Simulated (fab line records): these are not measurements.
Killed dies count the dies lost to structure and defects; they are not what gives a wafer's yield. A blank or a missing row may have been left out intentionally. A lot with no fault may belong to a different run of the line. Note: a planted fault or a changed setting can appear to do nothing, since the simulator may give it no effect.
fab line records | flow rit-cmos
record: lots: 6 | wafers: 14 | last-day: 7
route steps=202 shown CONTACT@172 M1@184
lots untouched by any fault: they come from a run of this same line in which no faults occurred
start-h: the number of hours between the record's first day and the start of the first shown wafer of the lot | wait-h: time in hours since the lot's previous step | " identical to the entry in the row above | L1.1+2: several wafers, shown together as one row | - no value, or no start given | * or withheld: withheld | < > ~ a bound
route shown NAME@n: NAME is a module with steps in the file, n the number in the route of the first one | usual: mean and standard deviation over wafers with no fault | same: alike in all rows | chamber/n: place in a boat | sites: readings site by site | _std_site: the standard deviation of these | _edge_site: inner sites' mean taken away from outer sites' mean | radius-mm: for every site, how far away it sits from the centre of the wafer | mask NAME#n: copy n | behind: the most recent tool/chamber to have shaped the wafer | hold: the reason the lot was held/the length of the hold in hours/how it ended | device: names the non-switching transistor (n, p or np) | end of line: at the end of the route, the tests of the same wafers | step lacking rows: just its recipe | killed: dies that structure and defects cost at the first sort, which is not the same as the wafer's yield | map: per-die view of a wafer (x killed, . not killed, _ where there is no die)
set.NAME: the run value of the setting; set.NAME@STEP: its run value at that earlier step | model.NAME: the simulator's own value behind a step, which no gauge read
lots at selected steps of the route; one table per step, one row per wafer
services: a tool's chamber out of use, with start hour (start-h, from the record's first day; less than 0 if before it), hours out, and reason
== steps ==
step: RIT_CONTACT_SOFTBAKE_04
recipe: resist: NOVOLAK | temp-c: 90 | time-s: 60
step: RIT_CONTACT_EXPOSE_05
recipe: mask-id: M11 | na: 0.6 | source-shape: conventional | sigma-outer: 0.5 | target-cd-nm: 1000 | dose-mj: 250
step: RIT_CONTACT_PEB_06
recipe: resist: NOVOLAK | temp-c: withheld | time-s: withheld
step: RIT_CONTACT_DEVELOP_07
recipe: resist: NOVOLAK | develop-time-s: 120 | dev-temp-c: 23
step: RIT_CONTACT_CD_MEAS_08
recipe: target-cd-nm: 1000
usual: cd-nm: 1000.0/2.7
lot.wafer | tool      | chamber | start-h | wait-h | cd-nm
L667.2    | cd-sem-01 | -       | 57.27   | -      | 1002.1
L667.3    | "         | -       | "       | "      | 1002.2
L667.4    | "         | -       | "       | "      | 1002.4
L668.1    | cd-sem-02 | -       | 66.34   | -      | 1001.0
L668.3    | "         | -       | "       | "      | 1002.9
L668.5    | "         | -       | "       | "      | 1001.5
L682.5    | cd-sem-02 | -       | 149.41  | -      | 994.6
L685.5    | cd-sem-02 | -       | 162.91  | -      | 1001.2
L686.1    | cd-sem-01 | -       | 163.40  | -      | 999.0
L686.3    | "         | -       | "       | "      | 999.6
L686.4    | "         | -       | "       | "      | 998.7
L687.1    | cd-sem-02 | -       | 164.15  | -      | 1000.0
L687.5    | "         | -       | "       | "      | 999.1
L687.6    | "         | -       | "       | "      | 998.7
step: RIT_CONTACT_OVL_MEAS_09
usual: CONTACT_OVL: -0.2/1.3
lot.wafer | tool       | chamber | start-h | wait-h | CONTACT_OVL[nm]
L667.2    | overlay-01 | -       | 57.38   | 0.1    | -2.9
L667.3    | "          | -       | "       | "      | -0.8
L667.4    | "          | -       | "       | "      | -1.2
L668.1    | overlay-01 | -       | 66.46   | 0.1    | 0.0
L668.3    | "          | -       | "       | "      | 3.0
L668.5    | "          | -       | "       | "      | 1.3
L682.5    | overlay-02 | -       | 149.47  | 0.0    | -0.6
L685.5    | overlay-01 | -       | 162.97  | 0.0    | -1.4
L686.1    | overlay-02 | -       | 163.52  | 0.1    | -0.3
L686.3    | "          | -       | "       | "      | 1.0
L686.4    | "          | -       | "       | "      | -1.3
L687.1    | overlay-01 | -       | 164.27  | 0.1    | 0.3
L687.5    | "          | -       | "       | "      | 0.1
L687.6    | "          | -       | "       | "      | 0.6
step: RIT_CONTACT_HARDBAKE_10
recipe: resist: NOVOLAK | temp-c: 140 | time-s: 60
step: RIT_CONTACT_ETCH_11
recipe: target-depth-a: 4800 | over-etch-frac: 0.2 | stop-on: TiSi2 | chemistry: CHF3/CF4/Ar | target: SiO2 | CHF3_flow_sccm: 50 | cf4-flow-sccm: 10 | Ar_flow_sccm: 100 | O2_flow_sccm: 5 | pressure-mtorr: 100 | rf-w: 200 | time-s: 320
usual: O2_flow_sccm: 5.000/0.016 | drypump-motor-current-A: 5.8/0.5 | oes-product-au: 1.001/0.017 | throttle-valve-pct: 8.90/0.092
lot.wafer | tool        | chamber | start-h | wait-h | O2_flow_sccm | drypump-motor-current-A | oes-product-au | rf-hours-counter-h | throttle-valve-pct
L667.2    | rie-diel-01 | 1       | 57.56   | 0.1    | 4.997        | 5.9                     | 1.029          | 6                  | 8.97
L667.3    | "           | 2       | "       | "      | 4.993        | 6.0                     | 0.974          | 17                 | 8.85
L667.4    | "           | 3       | "       | "      | 4.991        | 6.1                     | 1.016          | 126                | 8.99
L668.1    | rie-diel-02 | 1       | 66.65   | 0.1    | 5.013        | 5.5                     | 0.997          | 6                  | 9.07
L668.3    | "           | 2       | "       | "      | 4.998        | 6.7                     | 1.004          | 102                | 8.92
L668.5    | "           | 1       | "       | "      | 4.996        | 5.5                     | 0.996          | -                  | 9.06
L682.5    | rie-diel-04 | 0       | 149.73  | 0.1    | 5.015        | 5.1                     | 1.007          | -                  | 8.75
L685.5    | rie-diel-04 | 0       | 163.23  | 0.1    | 5.005        | 5.1                     | 1.009          | -                  | 8.75
L686.1    | rie-diel-01 | 2       | 163.71  | 0.1    | 4.968        | 6.0                     | 0.978          | 19                 | 8.86
L686.3    | "           | 1       | "       | "      | 4.994        | 5.9                     | 1.021          | 8                  | 8.98
L686.4    | "           | 0       | "       | "      | 5.000        | 6.0                     | 1.021          | 33                 | 8.83
L687.1    | rie-diel-02 | 1       | 164.46  | 0.1    | 4.998        | 5.5                     | 0.995          | 7                  | 9.07
L687.5    | "           | 0       | "       | "      | 5.018        | 5.3                     | 1.004          | -                  | 9.00
L687.6    | "           | 1       | "       | "      | 5.003        | 5.5                     | 0.994          | -                  | 9.06
step: RIT_CONTACT_STRIP_12
recipe: chemistry: O2 | time-s: 180 | resist: NOVOLAK | platen-temp-c: withheld | power-w: 500 | pressure-mtorr: 4000 | o2-flow-sccm: 4000
usual: drypump-motor-current-A: 6.0/0.74
lot.wafer | tool            | chamber | start-h | wait-h | drypump-motor-current-A | rf-hours-counter-h
L667.2    | plasma-asher-03 | 1       | 57.75   | 0.1    | 4.9                     | 26
L667.3    | "               | 1       | "       | "      | 4.9                     | -
L667.4    | "               | 0       | "       | "      | 6.4                     | -
L668.1    | plasma-asher-04 | 1       | 66.84   | 0.1    | 6.6                     | 38
L668.3    | "               | 0       | "       | "      | 6.8                     | -
L668.5    | "               | 1       | "       | "      | 6.6                     | -
L682.5    | plasma-asher-02 | 1       | 149.94  | 0.1    | 5.2                     | -
L685.5    | plasma-asher-04 | 1       | 163.45  | 0.1    | 6.6                     | -
L686.1    | plasma-asher-02 | 1       | 163.90  | 0.1    | 5.2                     | 55
L686.3    | "               | 1       | "       | "      | 5.2                     | -
L686.4    | "               | 0       | "       | "      | 5.4                     | -
L687.1    | plasma-asher-04 | 0       | 164.65  | 0.1    | 6.8                     | 48
L687.5    | "               | 0       | "       | "      | 6.8                     | -
L687.6    | "               | 1       | "       | "      | 6.6                     | -
step: RIT_CONTACT_CD_MEAS_90
recipe: target-cd-nm: 1000
usual: cd-nm: 1000.0/2.7
lot.wafer | tool      | chamber | start-h | wait-h | cd-nm
L667.2    | cd-sem-01 | -       | 57.95   | 0.1    | 1002.0
L667.3    | "         | -       | "       | "      | 1001.7
L667.4    | "         | -       | "       | "      | 1002.3
L668.1    | cd-sem-01 | -       | 67.02   | 0.1    | 1001.0
L668.3    | "         | -       | "       | "      | 1002.9
L668.5    | "         | -       | "       | "      | 1001.3
L682.5    | cd-sem-01 | -       | 150.08  | 0.1    | 994.7
L685.5    | cd-sem-02 | -       | 163.58  | 0.1    | 1001.4
L686.1    | cd-sem-01 | -       | 164.08  | 0.1    | 999.5
L686.3    | "         | -       | "       | "      | 999.8
L686.4    | "         | -       | "       | "      | 998.6
L687.1    | cd-sem-01 | -       | 164.83  | 0.1    | 999.5
L687.5    | "         | -       | "       | "      | 999.1
L687.6    | "         | -       | "       | "      | 998.7
step: RIT_CONTACT_CLEAN_13
recipe: chemistry: SC1 | mix: 3:3:50 | time-s: 611.7 | temp-c: 75
step: RIT_CONTACT_CLEAN_14
recipe: chemistry: SC2 | mix: 3:3:50 | time-s: 600 | temp-c: 75 | dry: n2-spin
step: RIT_M1_SPUTTER_00
recipe: material: Al | target-thk-nm: 400 | power-w: 2000 | chamber-pressure-pa: 0.4 | gas: Ar | time-s: 500 | substrate-temp-c: 25
usual: cathode-dc-power-W: 2000.0/0.33 | throttle-valve-pct: 30.3/1.2
lot.wafer | tool           | chamber | start-h | wait-h | cathode-dc-power-W | throttle-valve-pct | model.Al_of_M1_SPUTTER_00.thk-nm
L667.2    | pvd-sputter-01 | -       | 58.40   | 0.0    | 1999.9             | 28.8               | 396.8
L667.3    | "              | -       | "       | "      | 1999.8             | 31.4               | 392.8
L667.4    | "              | -       | "       | "      | 2000.2             | 29.4               | 389.8
L668.1    | pvd-sputter-02 | -       | 67.51   | 0.0    | 1999.8             | 29.4               | 400.5
L668.3    | "              | -       | "       | "      | 2000.1             | 32.3               | 401
L668.5    | "              | -       | "       | "      | 2000.0             | 30.0               | 396.8
L682.5    | pvd-sputter-02 | -       | 150.65  | 0.1    | 2000.0             | 30.1               | 176.1
L685.5    | pvd-sputter-02 | -       | 164.12  | 0.1    | 2000.3             | 29.9               | 179.4
L686.1    | pvd-sputter-03 | -       | 164.55  | 0.0    | 1999.7             | 30.2               | 400.4
L686.3    | "              | -       | "       | "      | 2000.0             | 31.6               | 402.1
L686.4    | "              | -       | "       | "      | 2000.2             | 31.4               | 401.9
L687.1    | pvd-sputter-01 | -       | 165.30  | 0.0    | 2000.1             | 31.1               | 401.7
L687.5    | "              | -       | "       | "      | 2000.0             | 30.6               | 402.3
L687.6    | "              | -       | "       | "      | 2000.3             | 31.4               | 404
step: RIT_M1_RS_MEAS_01
recipe: thk-meas-gauge: four-point-probe | reads: Al_of_M1_SPUTTER_00
usual: M1_AL_RS: 0.0732/0.00076
lot.wafer | tool          | chamber | start-h | wait-h | hold                     | M1_AL_RS[ohm/sq]
L667.2    | film-metro-01 | -       | 58.71   | 0.2    | -                        | 0.0740
L667.3    | "             | -       | "       | "      | -                        | 0.0747
L667.4    | "             | -       | "       | "      | -                        | 0.0752
L668.1    | film-metro-04 | -       | 67.80   | 0.1    | -                        | 0.0733
L668.3    | "             | -       | "       | "      | -                        | 0.0733
L668.5    | "             | -       | "       | "      | -                        | 0.0741
L682.5    | film-metro-02 | -       | 150.88  | 0.1    | await-dispo/0.2h/release | 0.1734
L682.5    | film-metro-02 | -       | 151.17  | 0.3    | -                        | 0.1738
L685.5    | film-metro-02 | -       | 164.35  | 0.1    | await-dispo/0.2h/release | 0.1702
L685.5    | film-metro-02 | -       | 164.64  | 0.3    | -                        | 0.1706
L686.1    | film-metro-01 | -       | 164.84  | 0.1    | -                        | 0.0733
L686.3    | "             | -       | "       | "      | -                        | 0.0729
L686.4    | "             | -       | "       | "      | -                        | 0.0731
L687.1    | film-metro-04 | -       | 165.59  | 0.1    | -                        | 0.0730
L687.5    | "             | -       | "       | "      | -                        | 0.0731
L687.6    | "             | -       | "       | "      | -                        | 0.0726
step: RIT_M1_THK_MEAS_02
recipe: thk-meas-gauge: xrf | reads: Al_of_M1_SPUTTER_00
usual: M1_AL_THK: 401/4.6
lot.wafer | tool          | chamber | start-h | wait-h | hold                     | M1_AL_THK[nm]
L667.2    | film-metro-01 | -       | 58.82   | 0.1    | -                        | 397
L667.3    | "             | -       | "       | "      | -                        | 392
L667.4    | "             | -       | "       | "      | -                        | 387
L668.1    | film-metro-04 | -       | 67.92   | 0.1    | -                        | 401
L668.3    | "             | -       | "       | "      | -                        | 401
L668.5    | "             | -       | "       | "      | -                        | 397
L682.5    | film-metro-02 | -       | 154.43  | 3.2    | await-dispo/0.2h/release | 174
L682.5    | film-metro-02 | -       | 154.66  | 0.2    | -                        | 175
L686.1    | film-metro-01 | -       | 164.96  | 0.1    | -                        | 398
L686.3    | "             | -       | "       | "      | -                        | 399
L686.4    | "             | -       | "       | "      | -                        | 401
L687.1    | film-metro-04 | -       | 165.71  | 0.1    | -                        | 402
L687.5    | "             | -       | "       | "      | -                        | 406
L687.6    | "             | -       | "       | "      | -                        | 406
L685.5    | film-metro-02 | -       | 165.94  | 1.3    | await-dispo/0.2h/release | 178
L685.5    | film-metro-02 | -       | 166.17  | 0.2    | -                        | 179
step: RIT_M1_COAT_04
recipe: resist: NOVOLAK | spin-rpm: 2000 | resist-thk-nm: 1300
step: RIT_M1_SOFTBAKE_05
recipe: resist: NOVOLAK | temp-c: 90 | time-s: 60
step: RIT_M1_EXPOSE_06
recipe: mask-id: M12 | na: 0.6 | source-shape: conventional | sigma-outer: 0.5 | target-cd-nm: 2600 | dose-mj: 250
step: RIT_M1_PEB_07
recipe: resist: NOVOLAK | temp-c: withheld | time-s: withheld
step: RIT_M1_DEVELOP_08
recipe: resist: NOVOLAK | develop-time-s: 68 | dev-temp-c: 23
step: RIT_M1_CD_MEAS_09
recipe: target-cd-nm: 2600
usual: cd-nm: 2600.2/2.6
lot.wafer | tool      | chamber | start-h | wait-h | cd-nm
L667.2    | cd-sem-02 | -       | 59.90   | -      | 2603.6
L667.3    | "         | -       | "       | "      | 2603.0
L667.4    | "         | -       | "       | "      | 2601.0
L668.1    | cd-sem-01 | -       | 68.86   | -      | 2599.0
L668.3    | "         | -       | "       | "      | 2600.1
L668.5    | "         | -       | "       | "      | 2597.1
L682.5    | cd-sem-01 | -       | 157.78  | -      | 2599.7
L686.1    | cd-sem-01 | -       | 166.24  | -      | 2599.9
L686.3    | "         | -       | "       | "      | 2597.2
L686.4    | "         | -       | "       | "      | 2597.5
L687.1    | cd-sem-02 | -       | 167.05  | -      | 2596.2
L687.5    | "         | -       | "       | "      | 2596.7
L687.6    | "         | -       | "       | "      | 2599.2
L685.5    | cd-sem-02 | -       | 170.15  | -      | 2601.5
step: RIT_M1_OVL_MEAS_10
usual: M1_OVL: 0.7/1.4
lot.wafer | tool       | chamber | start-h | wait-h | M1_OVL[nm]
L667.2    | overlay-01 | -       | 60.00   | 0.1    | 4.0
L667.3    | "          | -       | "       | "      | 2.9
L667.4    | "          | -       | "       | "      | 1.3
L668.1    | overlay-01 | -       | 68.98   | 0.1    | 2.2
L668.3    | "          | -       | "       | "      | 3.4
L668.5    | "          | -       | "       | "      | 3.7
L682.5    | overlay-01 | -       | 157.84  | 0.0    | 1.9
L686.1    | overlay-01 | -       | 166.36  | 0.1    | 1.7
L686.3    | "          | -       | "       | "      | 0.9
L686.4    | "          | -       | "       | "      | 2.0
L687.1    | overlay-01 | -       | 167.17  | 0.1    | 3.9
L687.5    | "          | -       | "       | "      | 1.4
L687.6    | "          | -       | "       | "      | 1.6
L685.5    | overlay-01 | -       | 170.21  | 0.0    | 0.5
step: RIT_M1_HARDBAKE_11
recipe: resist: NOVOLAK | temp-c: 138.8 | time-s: 120
step: RIT_M1_METAL_ETCH_12
recipe: stop-on: SiO2 | chemistry: Cl2/BCl3 | target: Al | time-s: 165 | over-etch-frac: 0.5 | pressure-mtorr: 100 | target-depth-a: 6000 | rf-w: 250 | Cl2_flow_sccm: 60 | bcl3-flow-sccm: 50
usual: drypump-motor-current-A: 5.48/0.23 | oes-product-au: 0.781/0.01 | throttle-valve-pct: 8.20/0.14
lot.wafer | tool         | chamber | start-h | wait-h | drypump-motor-current-A | oes-product-au | rf-hours-counter-h | throttle-valve-pct
L667.2    | rie-metal-02 | 1       | 60.28   | 0.2    | 5.40                    | 0.789          | 0.4                | 8.07
L667.3    | "            | 1       | "       | "      | 5.40                    | 0.786          | -                  | 8.06
L667.4    | "            | 0       | "       | "      | 5.56                    | 0.771          | -                  | 8.22
L668.1    | rie-metal-03 | 0       | 69.27   | 0.2    | 5.17                    | 0.778          | 4.3                | 8.43
L668.3    | "            | 0       | "       | "      | 5.16                    | 0.785          | -                  | 8.41
L668.5    | "            | 1       | "       | "      | 5.53                    | 0.779          | -                  | 8.01
L682.5    | rie-metal-02 | 1       | 158.21  | 0.2    | 5.39                    | 0.534          | -                  | 8.08
L686.1    | rie-metal-03 | 0       | 166.74  | 0.2    | 5.16                    | 0.778          | 5.4                | 8.42
L686.3    | "            | 1       | "       | "      | 5.52                    | 0.796          | -                  | 8.02
L686.4    | "            | 0       | "       | "      | 5.16                    | 0.782          | -                  | 8.41
L687.1    | rie-metal-04 | 0       | 167.46  | 0.2    | 5.37                    | 0.772          | 4.0                | 8.29
L687.5    | "            | 1       | "       | "      | 5.89                    | 0.782          | -                  | 8.18
L687.6    | "            | 0       | "       | "      | 5.37                    | 0.775          | -                  | 8.32
L685.5    | rie-metal-02 | 0       | 170.58  | 0.2    | 5.56                    | 0.535          | -                  | 8.25
step: RIT_M1_STRIP_13
recipe: chemistry: nmp | resist: NOVOLAK | temp-c: 80 | time-s: 600 | dry: n2-spin
step: RIT_M1_PROBE_99
usual: defect-limited-yield: 97.3/1.2 | killed-at-contacts: 0.1/0.29 | killed-at-front-end: 7/3.1 | killed-dies: 7/3.1 | killed-open: 3.4/1.9 | killed-short: 3.6/2.1 | sort_bin_3_pad_short: 0.1/0.21 | sort_bin_5_function: 1.6/0.85 | sort_bin_6_memory: 1.0/0.72 | sort-n-pass: 257/3.2 | sort-yield-pct: 97.3/1.2
same: gross-dies: 264 | killed_at_M0_to_M3: 0 | killed_at_M4_up: 0 | killed-at-back-side: 0 | killed-at-other: 0
lot.wafer | tool      | chamber | start-h | wait-h | defect-limited-yield[%] | killed-at-contacts | killed-at-front-end | killed-dies | killed-open | killed-short | sort_bin_3_pad_short[%] | sort_bin_5_function[%] | sort_bin_6_memory[%] | sort-n-pass | sort-yield-pct[%]
L667.2    | prober-01 | -       | 62.59   | 0.1    | 98.5                    | 0                  | 4                   | 4           | 2           | 2            | 0                       | 1.5                    | 0                    | 260         | 98.5
L667.3    | prober-01 | -       | 62.64   | 0.2    | 98.1                    | 0                  | 5                   | 5           | 3           | 2            | 0                       | 0.8                    | 1.1                  | 259         | 98.1
L667.4    | prober-01 | -       | 62.69   | 0.2    | 95.1                    | 1                  | 12                  | 13          | 5           | 8            | 0.4                     | 2.7                    | 1.9                  | 251         | 95.1
L668.1    | prober-02 | -       | 71.53   | 0.1    | 95.1                    | 0                  | 13                  | 13          | 7           | 6            | 0                       | 4.2                    | 0.8                  | 251         | 95.1
L668.3    | prober-02 | -       | 71.63   | 0.2    | 99.2                    | 0                  | 2                   | 2           | 1           | 1            | 0                       | 0.8                    | 0                    | 262         | 99.2
L668.5    | prober-02 | -       | 71.73   | 0.2    | 97.3                    | 0                  | 7                   | 7           | 4           | 3            | 0                       | 1.1                    | 1.5                  | 257         | 97.3
L686.1    | prober-01 | -       | 169.74  | 0.1    | 96.6                    | 0                  | 9                   | 9           | 4           | 5            | 0                       | 2.3                    | 1.1                  | 255         | 96.6
L686.3    | prober-01 | -       | 169.84  | 0.2    | 98.5                    | 0                  | 4                   | 4           | 3           | 1            | 0                       | 0.4                    | 1.1                  | 260         | 98.5
L686.4    | prober-01 | -       | 169.89  | 0.2    | 94.7                    | 0                  | 14                  | 14          | 7           | 7            | 0                       | 2.7                    | 2.7                  | 250         | 94.7
L687.1    | prober-02 | -       | 169.74  | 0.1    | 98.5                    | 0                  | 4                   | 4           | 3           | 1            | 0                       | 1.1                    | 0.4                  | 260         | 98.5
L687.5    | prober-02 | -       | 169.94  | 0.2    | 98.1                    | 0                  | 5                   | 5           | 3           | 2            | 0.4                     | 0.4                    | 1.1                  | 259         | 98.1
L687.6    | prober-02 | -       | 169.99  | 0.2    | 97.7                    | 0                  | 6                   | 6           | 4           | 2            | 0.4                     | 1.5                    | 0.4                  | 258         | 97.7
killed by level:class
L667.2 FOX1:geometric-particle:open=1 FOX2:geometric-particle:open=1 GATE:geometric-particle:short=1 SPACER:geometric-particle:short=1
L667.3 GATE:geometric-particle:open=3 GATE:geometric-particle:short=1 SPACER:geometric-particle:short=1
L667.4 GATE:geometric-particle:short=5 FOX2:geometric-particle:open=2 GATE:geometric-particle:open=2 REOX:geometric-particle:short=2 REOX:geometric-particle:open=1 CONTACT:geometric-particle:short=1
L668.1 FOX2:geometric-particle:open=3 FOX2:geometric-particle:short=3 GATE:geometric-particle:open=3 SILICIDE:geometric-particle:short=2 GATE:geometric-particle:short=1 REOX:geometric-particle:open=1
L668.3 GATE:geometric-particle:open=1 SILICIDE:geometric-particle:short=1
L668.5 FOX2:geometric-particle:open=3 FOX2:geometric-particle:short=1 REOX:geometric-particle:open=1 SPACER:geometric-particle:short=1 SILICIDE:geometric-particle:short=1
L686.1 GATE:geometric-particle:short=3 FOX1:geometric-particle:open=1 FOX1:geometric-particle:short=1 REOX:geometric-particle:open=1 SILICIDE:geometric-particle:open=1 SILICIDE:geometric-particle:short=1 STARTING-WAFER:geometric-particle:open=1
L687.1 FOX2:geometric-particle:open=2 FOX2:geometric-particle:short=1 SILICIDE:geometric-particle:open=1
L686.3 GATE:geometric-particle:open=2 FOX2:geometric-particle:open=1 SPACER:geometric-particle:short=1
L686.4 GATE:geometric-particle:open=6 GATE:geometric-particle:short=3 FOX1:geometric-particle:short=1 FOX2:geometric-particle:short=1 SPACER:geometric-particle:short=1 SILICIDE:geometric-particle:open=1 SILICIDE:geometric-particle:short=1
L687.5 SPACER:geometric-particle:open=2 GATE:geometric-particle:open=1 GATE:geometric-particle:short=1 REOX:geometric-particle:short=1
L687.6 FOX2:geometric-particle:open=2 FOX1:geometric-particle:open=1 FOX2:geometric-particle:short=1 SILICIDE:geometric-particle:short=1 SILICIDE:geometric-particle:open=1
== services ==
tool            | chamber | start-h | hours | kind
rie-metal-02    | -       | 33.72   | 0.2   | repair
rie-diel-04     | -       | 39.98   | 0.3   | repair
rie-diel-02     | -       | 41.44   | 0.3   | repair
pvd-sputter-03  | -       | 61.41   | 0.5   | repair
rie-diel-01     | 1       | 77.86   | 14.2  | repair
pvd-sputter-02  | -       | 80.29   | 1.7   | repair
rie-diel-02     | 0       | 81.97   | 1.7   | repair
rie-diel-02     | 1       | 94.60   | 15.5  | repair
rie-metal-03    | 1       | 96.52   | 6.4   | repair
rie-metal-03    | 1       | 104.29  | 4.3   | repair
rie-diel-04     | 1       | 105.06  | 19.3  | repair
rie-diel-02     | 1       | 112.11  | 13.2  | repair
rie-diel-04     | -       | 112.98  | 0.6   | repair
rie-diel-04     | 2       | 120.54  | 1.5   | repair
plasma-asher-04 | -       | 121.84  | 3.7   | pm
rie-metal-02    | 1       | 122.41  | 6.6   | repair
pvd-sputter-03  | -       | 126.12  | 4.2   | repair
rie-metal-02    | 0       | 140.87  | 6.5   | repair
rie-diel-01     | 2       | 142.01  | 5.6   | repair
plasma-asher-02 | -       | 145.29  | 0.8   | repair
rie-metal-02    | -       | 146.03  | 2.8   | pm
rie-diel-04     | 2       | 147.35  | 6.5   | repair
plasma-asher-03 | -       | 151.56  | 1.9   | repair
rie-diel-04     | 1       | 168.29  | 6.2   | repair
== key ==
first-sign: step: RIT_M1_RS_MEAS_01 | reading: visit | direction: added
effect: step: RIT_M1_RS_MEAS_01 | reading: M1_AL_RS | direction: up | sigmas: 99+ | usual: 0.0732 | struck: 0.1718
effect: step: RIT_M1_THK_MEAS_02 | reading: visit | direction: added
effect: step: RIT_M1_THK_MEAS_02 | reading: M1_AL_THK | direction: down | sigmas: 49 | usual: 401 | struck: 176
effect: step: RIT_M1_METAL_ETCH_12 | reading: oes-product-au | direction: down | sigmas: 25 | usual: 0.781 | struck: 0.534
model-effect: step: RIT_M1_SPUTTER_00 | value: Al_of_M1_SPUTTER_00.thk-nm | without: 404.7 | struck: 177.8
met-at RIT_M1_SPUTTER_00
struck-wafers L682.5,L685.5
rows-end L682.5,L685.5
onset-between 67.51 150.65
also-fits RIT_CONTACT_ETCH_11:rie-diel-04
fault: kind: process-parameter-drift | tool: pvd-sputter-02 | chamber: - | onset-h: 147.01 | steps: RIT_M1_SPUTTER_00 | channel: target-thk-nm | offset: -226.99 | shape: step | stated: 400 | scope: struck-wafers-only
rows-end: these wafers met a further fault down the route, and their rows from its step on are left out
